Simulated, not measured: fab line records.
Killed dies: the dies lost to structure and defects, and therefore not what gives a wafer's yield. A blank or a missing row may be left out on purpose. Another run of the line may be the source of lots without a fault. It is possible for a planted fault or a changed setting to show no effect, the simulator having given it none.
Check of tool commonality | flow rit cmos | Sample size 14 lots and 42 wafers

== WHAT PROMPTED THE OPENING ==
RIT_WELLDRIVE_RS_MEAS_02, reading PWELL_RS: flagged on 2 of 14 lots. Wafers without a fault read 430.1 ohm/sq, standard deviation 1.4.
Rule: a lot is flagged when every wafer of it that has a number lies more than 4 standard deviations from that mean, or none has a number. The other lots count as sound.

lot  | measured    | on            | PWELL_RS (ohm/sq), wafer by wafer | flag
L283 | day 2 05:32 | film metro-01 | 430.6 430.7 430.8                 |
L284 | day 2 09:49 | film metro-01 | 429.0 429.8 429.1                 |
L285 | day 2 14:44 | film metro-01 | 429.4 429.4 429.2                 |
L286 | day 2 21:28 | film metro-02 | 430.3 430.1 432.3                 |
L287 | day 3 00:59 | film metro-04 | 431.0 430.1 431.0                 |
L288 | day 3 05:50 | film metro-02 | 431.5 431.5 431.7                 |
L291 | day 3 23:43 | film metro-01 | 431.2 429.7 430.8                 |
L292 | day 4 03:00 | film metro-04 | 427.2 426.7 427.7                 |
L293 | day 4 06:18 | film metro-02 | 433.2 432.9 432.9                 |
L294 | day 4 13:26 | film metro-02 | 433.0 432.6 433.1                 |
L299 | day 5 11:49 | film metro-04 | 445.3 443.4 443.5                 | FLAGGED
L300 | day 5 17:54 | film metro-04 | 443.5 443.5 444.6                 | FLAGGED
L304 | day 6 13:32 | film metro-02 | 430.7 429.7 430.5                 |
L306 | day 6 23:54 | film metro-04 | 427.1 428.6 428.0                 |
The mean of the flagged lots' numbers is 444.0 ohm/sq, +13.9 ohm/sq from the usual (+10 standard deviations).

== TOOL THAT RAN EACH LOT ==
Before the reading, the record contains 2 process steps out of a 202-step route. Read each cell as the tool, then ch plus the chambers that the sampled wafers visited, then the start.
lot  | flag    | RIT_NWELL_STRIP_09                  | RIT_PWELL_IMPLANT_08
L283 |         | plasma asher-03 ch 0,1, day 1 22:20 | implanter-02 ch 0, day 1 23:49
L284 |         | plasma asher-03 ch 0,1, day 2 02:41 | implanter-03 ch 0, day 2 04:14
L285 |         | plasma asher-02 ch 0,1, day 2 07:45 | implanter-02 ch 0, day 2 09:09
L286 |         | plasma asher-02 ch 0, day 2 14:17   | implanter-01 ch 0, day 2 15:53
L287 |         | plasma asher-03 ch 0,1, day 2 17:32 | implanter-01 ch 0, day 2 19:05
L288 |         | plasma asher-02 ch 0,1, day 2 22:44 | implanter-03 ch 0, day 3 00:16
L291 |         | plasma asher-04 ch 0,1, day 3 15:11 | implanter-02 ch 0, day 3 16:35
L292 |         | plasma asher-04 ch 0,1, day 3 19:53 | implanter-03 ch 0, day 3 21:26
L293 |         | plasma asher-04 ch 0,1, day 3 23:17 | implanter-02 ch 0, day 4 00:41
L294 |         | plasma asher-02 ch 0,1, day 4 04:57 | implanter-02 ch 0, day 4 06:29
L299 | FLAGGED | plasma asher-02 ch 0,1, day 5 04:50 | implanter-02 ch 0, day 5 06:14
L300 | FLAGGED | plasma asher-04 ch 0,1, day 5 10:47 | implanter-02 ch 0, day 5 12:19
L304 |         | plasma asher-02 ch 0,1, day 6 06:25 | implanter-03 ch 0, day 6 07:58
L306 |         | plasma asher-04 ch 0,1, day 6 15:38 | implanter-03 ch 0, day 6 17:04
What is done by these steps:
- RIT_NWELL_STRIP_09: strips in O2, time 180 s.
- RIT_PWELL_IMPLANT_08
- RIT_WELLDRIVE_RS_MEAS_02: measures by four-point-probe.

== FLAGGED AGAINST TOTAL, ONE TOOL AT A TIME (gauges that did the reading follow at the end) ==
step                     | tool            | lots run | flagged | share of the flagged lots | sound lots run after its first flagged lot
RIT_NWELL_STRIP_09       | plasma asher-02 | 6        | 1       | some                      | 1 (L304)
RIT_NWELL_STRIP_09       | plasma asher-03 | 3        | 0       | none                      | -
RIT_NWELL_STRIP_09       | plasma asher-04 | 5        | 1       | some                      | 1 (L306)
RIT_PWELL_IMPLANT_08     | implanter-01    | 2        | 0       | none                      | -
RIT_PWELL_IMPLANT_08     | implanter-02    | 7        | 2       | all                       | 0
RIT_PWELL_IMPLANT_08     | implanter-03    | 5        | 0       | none                      | -
RIT_WELLDRIVE_RS_MEAS_02 | film metro-01   | 4        | 0       | none                      | -
RIT_WELLDRIVE_RS_MEAS_02 | film metro-02   | 5        | 0       | none                      | -
RIT_WELLDRIVE_RS_MEAS_02 | film metro-04   | 5        | 2       | all                       | 1 (L306)

== WHAT THE TABLE ALLOWS ==
Every flagged lot went through 2 rows of the table: implanter-02 at RIT_PWELL_IMPLANT_08 and film metro-04 at RIT_WELLDRIVE_RS_MEAS_02.
- implanter-02 at RIT_PWELL_IMPLANT_08 ran 7 lots, 2 of them flagged. It ran its last sound lot, L294, at day 4 06:29 and its first flagged lot, L299, at day 5 06:14: a fault with its onset between the two fits. Its own readings (dose ions cm2) fall more than 4 standard deviations out on all wafers of the flagged lots.
- film metro-04 at RIT_WELLDRIVE_RS_MEAS_02 ran 5 lots, 2 of them flagged. Sound lots followed the first flagged one (L306) on it, something a lasting fault affecting the whole tool could not allow.
Left over: one tool, implanter-02 at RIT_PWELL_IMPLANT_08.

== WHAT HAD BEEN PUT IN BY THE SIMULATOR ==
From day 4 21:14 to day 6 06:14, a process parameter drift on implanter-02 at RIT_PWELL_IMPLANT_08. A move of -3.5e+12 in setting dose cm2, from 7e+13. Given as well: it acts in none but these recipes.
Shown lots that were struck: L299, L300. The same result came from the rule above.
